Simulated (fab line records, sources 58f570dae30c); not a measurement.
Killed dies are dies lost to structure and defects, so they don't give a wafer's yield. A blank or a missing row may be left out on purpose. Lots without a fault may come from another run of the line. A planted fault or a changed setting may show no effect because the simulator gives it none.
Which tool did it? | flow berkeley_cmos170 | 14 lots, 42 wafers sampled, at 3 steps of a route of 331

WHAT THE GAUGES READ, wafer by wafer
UCB170_V1_CD_MEAS_90: target cd 700 nm. Usual: cd_nm 699.7 nm, standard deviation 1.5.
lot  | measured     | on        | cd_nm (nm)        | flag
L818 | day 8 06:18  | cd_sem-01 | 698.8 698.3 699.8 |
L820 | day 8 20:36  | cd_sem-01 | 699.5 699.8 700.8 |
L821 | day 9 05:38  | cd_sem-01 | 700.7 701.5 700.6 |
L825 | day 10 03:41 | cd_sem-02 | 702.1 699.6 699.5 |
L827 | day 10 19:53 | cd_sem-01 | 701.8 699.7 699.3 |
L828 | day 10 20:10 | cd_sem-02 | 700.0 701.1 701.0 |
L830 | day 11 03:58 | cd_sem-01 | 698.8 699.7 700.0 |
L833 | day 11 20:58 | cd_sem-01 | 697.4 698.2 698.8 |
L832 | day 11 21:16 | cd_sem-01 | 698.7 699.9 699.8 |
L837 | day 13 12:51 | cd_sem-02 | 699.2 699.6 699.9 |
L838 | day 13 21:06 | cd_sem-02 | 697.3 698.8 697.9 |
L839 | day 13 21:28 | cd_sem-02 | 699.5 697.9 698.8 |
L841 | day 13 23:45 | cd_sem-01 | 697.8 697.2 697.9 |
L840 | day 14 02:07 | cd_sem-02 | 700.4 702.2 700.9 |

UCB170_M2_THK_MEAS_03: measures by xrf. Usual: M2_AL_THK 932 nm, standard deviation 12.
lot  | measured     | on            | M2_AL_THK (nm) | flag
L818 | day 8 06:41  | film_metro-01 | 931 949 938    |
L820 | day 8 20:58  | film_metro-03 | 942 917 944    |
L821 | day 9 06:02  | film_metro-03 | 922 935 910    |
L825 | day 10 04:08 | film_metro-03 | 929 930 948    |
L827 | day 10 20:16 | film_metro-03 | 917 925 924    |
L828 | day 10 20:33 | film_metro-04 | 935 942 941    |
L830 | day 11 04:21 | film_metro-01 | 933 920 921    |
L833 | day 11 21:22 | film_metro-03 | 921 917 906    |
L832 | day 11 21:38 | film_metro-04 | 935 936 940    |
L837 | day 13 13:14 | film_metro-03 | 924 921 928    |
L838 | day 13 21:29 | film_metro-04 | 929 958 961    |
L839 | day 13 21:51 | film_metro-04 | 949 935 945    |
L841 | day 14 00:08 | film_metro-04 | 929 936 931    |
L840 | day 14 02:31 | film_metro-01 | 952 938 933    |

UCB170_V2_CD_MEAS_90: target cd 700 nm. Usual: cd_nm 699.5 nm, standard deviation 1.1.
lot  | measured     | on        | cd_nm (nm)        | flag
L818 | day 8 11:47  | cd_sem-02 | 699.5 701.9 699.3 |
L820 | day 9 01:46  | cd_sem-01 | 701.0 700.3 700.4 |
L821 | day 9 11:45  | cd_sem-01 | 699.2 700.0 698.5 |
L825 | day 10 09:19 | cd_sem-02 | 697.3 698.8 698.3 |
L827 | day 11 00:53 | cd_sem-01 | 699.2 698.5 699.8 |
L828 | day 11 01:20 | cd_sem-01 | 698.7 697.3 698.7 |
L830 | day 11 08:49 | cd_sem-01 | 698.0 697.9 698.2 |
L833 | day 12 03:07 | cd_sem-02 | 698.7 700.1 698.0 |
L832 | day 12 05:24 | cd_sem-02 | 699.2 698.3 699.2 |
L837 | day 13 19:02 | cd_sem-01 | 702.1 701.2 701.7 |
L838 | day 14 06:41 | cd_sem-02 | 700.0 700.8 700.7 |
L839 | day 14 06:32 | cd_sem-02 | 700.1 699.7 699.8 |
L841 | day 14 09:04 | cd_sem-02 | 698.4 698.5 697.8 |
L840 | day 14 09:47 | cd_sem-02 | 700.1 700.0 699.8 |

WHICH TOOL RAN EACH LOT (tool, then ch and the chambers of the sampled wafers, then the start)
The record holds no process step before these readings.

WHAT THE TOOLS THEMSELVES READ (means of the sampled wafers that have a number; where no wafer has one, the mark that the record gives instead)
The record holds no such reading with a usual standard deviation.

THE ANSWER, worked out from the rows above alone
Rule: a lot is off if the mean of its wafers that have a number lies more than 3 standard deviations from the usual mean. A lot without any number at a reading at which 4 lots or more have one is off too. The other lots that the step has rows for count as sound. The gauges are gone through in route order, then the tools' own readings, and for those a lot's mean is taken as printed above. The first step at which some lot is off is used, and at that step the reading that is off furthest; a lot without a number counts as furthest.
No lot is off at any reading shown: from this, nothing can be told.

WHAT THE SIMULATOR HAD PUT IN
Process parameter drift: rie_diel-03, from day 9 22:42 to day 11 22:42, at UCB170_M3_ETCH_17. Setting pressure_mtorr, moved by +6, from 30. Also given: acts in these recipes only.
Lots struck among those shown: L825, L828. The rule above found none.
